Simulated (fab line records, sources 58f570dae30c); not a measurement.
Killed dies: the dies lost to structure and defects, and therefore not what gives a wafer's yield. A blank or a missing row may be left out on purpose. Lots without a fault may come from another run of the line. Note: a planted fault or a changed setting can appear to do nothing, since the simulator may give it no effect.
A lot that was struck, set against a sound lot -- flow berkeley_cmos170 -- 16 out of 331 route steps
Sound: wafers L146.1, L146.3, L146.6. Struck: wafers L158.1, L158.3, L158.6. The cause is named last.
Each step with rows lists, per side, the tool, then ch with its chambers, then its first start. Under that, the readings that differ: sound wafers -- struck wafers -- difference of the means -- sigmas: that difference in standard deviations of wafers without a fault.
alike: readings with means less than 2 such deviations apart, plus words and numbers identical on both sides. not compared: withheld readings, readings lacking a value on some wafer, bounds such as >300 that could conceal the same value, and numbers that have no deviation in the record and whose values overlap.
The two part at a step that has a row with sigmas, a row that says differs or no value, or rows on one side only. Numbers that have no deviation but don't overlap get no sigmas and don't part them. Lack of a reading on every wafer of one side parts them only where that side has two or more wafers.

first, 3 steps without rows for these wafers: UCB170_BACKSIDE_HMDS_00 (prime time 60 s); UCB170_BACKSIDE_COAT_01 (resist thk 900 nm); UCB170_BACKSIDE_SOFTBAKE_02 (time 60 s).
UCB170_BACKSIDE_STRIP_03: strips in O2.
  sound on plasma_asher-01 ch 1, day 10 01:17; struck on plasma_asher-01 ch 0,1, day 11 21:59
  alike: drypump_motor_current_A, o2_flow_sccm, oes_product_au, strip_time_to_endpoint_s
  not compared: rf_hours_counter_h
then, 1 step without rows for these wafers: UCB170_BACKSIDE_CLEAN_04 (cleans in SPM, time 600 s).
UCB170_SDANNEAL_RTA_00: time 10 s.
  sound on rtp_anneal-02 ch 0, day 10 01:35; struck on rtp_anneal-01 ch 0, day 11 22:16
reading,sound,struck,difference,sigmas
lamp_power_pct (%),28.94 28.97 28.95,28.34 28.39 28.35,-0.59,-2
wafer_temp_C_max,903.9 903.6 903.3,908.5 905.5 907.8,+3.7,+2
UCB170_SDANNEAL_RTA_01: time 5 s.
  sound on rtp_anneal-02 ch 0, day 10 01:40; struck on rtp_anneal-01 ch 0, day 11 22:20
  alike: lamp_power_pct, wafer_temp_C_max
UCB170_SDANNEAL_RS_MEAS_02: a four-point-probe measurement.
  sound: film_metro-01 at day 10 01:43; struck: film_metro-04 at day 11 22:23
reading,sound,struck,difference,sigmas
PSD_RS (ohm/sq),75.3 74.9 75.2,76.4 76.1 76.0,+1.0,+3
UCB170_SDANNEAL_RS_MEAS_03: a four-point-probe measurement.
  sound: film_metro-01 at day 10 01:50; struck: film_metro-04 at day 11 22:31
  alike: NSD_RS
UCB170_SDANNEAL_RS_MEAS_04: a four-point-probe measurement.
  sound: film_metro-01 at day 10 01:58; struck: film_metro-04 at day 11 22:38
  alike: PLDD_RS
UCB170_SDANNEAL_RS_MEAS_05: a four-point-probe measurement.
  sound: film_metro-01 at day 10 02:05; struck: film_metro-04 at day 11 22:45
  alike: NLDD_RS
then, 1 step without rows for these wafers: UCB170_SILICIDE_PRE_CLEAN_00 (preclean etch time 60 s).
UCB170_SILICIDE_SPUTTER_01: material Ti, target thk 30 nm, time 25 s.
  sound: pvd_sputter-03 at day 10 02:16; struck: pvd_sputter-01 at day 11 22:56
  no value came back on the struck wafers for cathode_dc_power_W (W), chamber_pressure_pa (Pa), throttle_valve_pct (%); on the sound wafers cathode_dc_power_W (W) reads 1499.9 1499.9 1499.9
UCB170_SILICIDE_RS_MEAS_02: a four-point-probe measurement.
  sound: film_metro-01 at day 10 02:26; struck: film_metro-03 at day 11 23:21
reading,sound,struck,difference,sigmas
SILICIDE_TI_RS (ohm/sq),26.5 26.0 26.6,- - -,no value on the struck wafers,
  not compared: hold
UCB170_SILICIDE_THK_MEAS_03: measures by xrf.
  sound: film_metro-01 at day 10 02:34; struck: film_metro-03 at day 12 09:23
reading,sound,struck,difference,sigmas
SILICIDE_TI_THK (nm),30.3 30.8 30.3,<0.0 <0.0 <0.0,differs,
  not compared: hold
UCB170_M3_PROBE_99:
  rows exist in the record for the sound wafers here (prober-02, day 11 02:19), none for the struck ones

== WHERE THEY PART ==
Last at UCB170_M3_PROBE_99 as far as this record goes, first at UCB170_SDANNEAL_RTA_00.

WHY: what had been put in by the simulator
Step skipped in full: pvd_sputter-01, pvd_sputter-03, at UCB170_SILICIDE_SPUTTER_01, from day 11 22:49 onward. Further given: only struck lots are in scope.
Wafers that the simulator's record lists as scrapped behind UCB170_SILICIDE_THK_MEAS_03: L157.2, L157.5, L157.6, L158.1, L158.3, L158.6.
